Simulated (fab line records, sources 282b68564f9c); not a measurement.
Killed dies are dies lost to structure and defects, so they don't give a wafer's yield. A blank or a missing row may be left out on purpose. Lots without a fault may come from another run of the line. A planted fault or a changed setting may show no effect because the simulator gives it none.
A struck lot beside a sound one | flow rit_cmos | 15 steps out of a route of 202
Sound: wafers L987.1, L987.3, L987.5. Struck: wafer L997.2. (L997.3, L997.5 of the same lot were not struck and are left out.) The cause comes at the end.
At each step with rows: each side's tool, then ch and its chambers, then its first start. Under that, the readings that differ: sound wafers | struck wafers | difference of the means | sigmas: that difference in standard deviations of wafers without a fault.
alike: readings whose means differ by less than 2 such deviations, and words and numbers that are the same on both sides. not compared: withheld readings, readings that some wafer has no value for, bounds like >300 that may hide the same value, and numbers for which the record gives no deviation and whose values overlap.
The two part at a step that has a row with sigmas, a row that says differs or no value, or rows on one side only. Numbers that don't overlap but have no deviation are shown without sigmas and don't part them. A reading that every wafer of one side lacks parts them only if that side has two wafers or more.

RIT_SILICIDE_RTA_06: time 10 s, ramp up 5 s, ramp down 10 s.
  sound on rtp_anneal-02 ch 0, day 4 12:07; struck on rtp_anneal-02 ch 0, day 6 06:15
  alike: wafer_temp_C_max
RIT_CONTACT_CVD_00: deposits SiO2 from TEOS, target thk 400 nm, time 61 s.
  sound on pecvd-02 ch 0,1, day 4 12:11; struck on pecvd-02 ch 2, day 6 06:18
  alike: heater_power_w
RIT_CONTACT_THK_MEAS_01:
  sound on film_metro-01, day 4 12:14; struck on film_metro-03, day 6 06:22
  alike: CONTACT_TEOS_THK
then, 6 steps without rows for these wafers: RIT_CONTACT_HMDS_02 (prime time 60 s); RIT_CONTACT_COAT_03 (resist thk 1000 nm); RIT_CONTACT_SOFTBAKE_04 (time 60 s); RIT_CONTACT_EXPOSE_05 (exposes mask M11, target cd 1000 nm); RIT_CONTACT_PEB_06; RIT_CONTACT_DEVELOP_07 (develop time 120 s).
RIT_CONTACT_CD_MEAS_08: target cd 1000 nm.
  sound on cd_sem-02, day 4 13:16; struck on cd_sem-02, day 6 07:25
  reading    | sound             | struck | difference | sigmas
  cd_nm (nm) | 999.7 998.3 998.8 | 1005.0 | +6.1       | +3
RIT_CONTACT_OVL_MEAS_09:
  sound on overlay-01, day 4 13:23; struck on overlay-02, day 6 07:31
  alike: CONTACT_OVL
then, 1 step without rows for these wafers: RIT_CONTACT_HARDBAKE_10 (time 60 s).
RIT_CONTACT_ETCH_11: etches SiO2 in CHF3/CF4/Ar, stops on TiSi2, target depth 480 nm, time 320 s.
  sound on rie_diel-04 ch 1,2, day 4 13:34; struck on rie_diel-01 ch 0, day 6 07:42
  reading                                      | sound             | struck | difference | sigmas
  model.NOVOLAK_of_CONTACT_COAT_03.thk_nm (nm) | 771.2 776.3 773.5 | 755.8  | -17.9      |
  alike: drypump_motor_current_A, oes_product_au, throttle_valve_pct
  not compared: rf_hours_counter_h
RIT_CONTACT_STRIP_12: strips in O2, time 180 s.
  sound on plasma_asher-04 ch 0,1, day 4 13:46; struck on plasma_asher-04 ch 1, day 6 07:54
  alike: drypump_motor_current_A
  not compared: rf_hours_counter_h
RIT_M1_PROBE_99:
  sound on prober-01, day 4 18:37; struck on prober-01, day 6 12:38
  reading                                    | sound                        | struck   | difference | sigmas
  killed_at_M0_to_M3                         | 1 0 0                        | 0        | +0         | -3
  killed_open                                | 4 3 9                        | 1        | -4         | -2
  model.etest.nmos_0p15.junction_log10_a_um  | -13.67 -13.45 -13.66         | -13.03   | +0.56      |
  model.etest.nmos_narrow.off_log10_a_um     | -13.34 -13.34 -13.15         | -12.91   | +0.37      |
  model.etest.gate_end_array.leak_log10_a_um | -12.97 -12.97 -12.98         | -12.56   | +0.41      |
  model.etest.nmos_0p3.off_log10_a_um        | -13.14 -13.25 -13.15         | -12.82   | +0.36      |
  model.etest.pmos_0p15.junction_log10_a_um  | -13.74 -13.88 -13.73         | -13.61   | +0.17      |
  model.etest.antenna_contact.vt_shift_v (V) | -0.009663 -0.007043 -0.00964 | -0.01642 | -0.00764   |
  alike: killed_at_front_end, killed_dies, killed_short

WHERE THEY PART
First at RIT_CONTACT_CD_MEAS_08; last, within this record, at RIT_M1_PROBE_99.

WHY: what the simulator had put in
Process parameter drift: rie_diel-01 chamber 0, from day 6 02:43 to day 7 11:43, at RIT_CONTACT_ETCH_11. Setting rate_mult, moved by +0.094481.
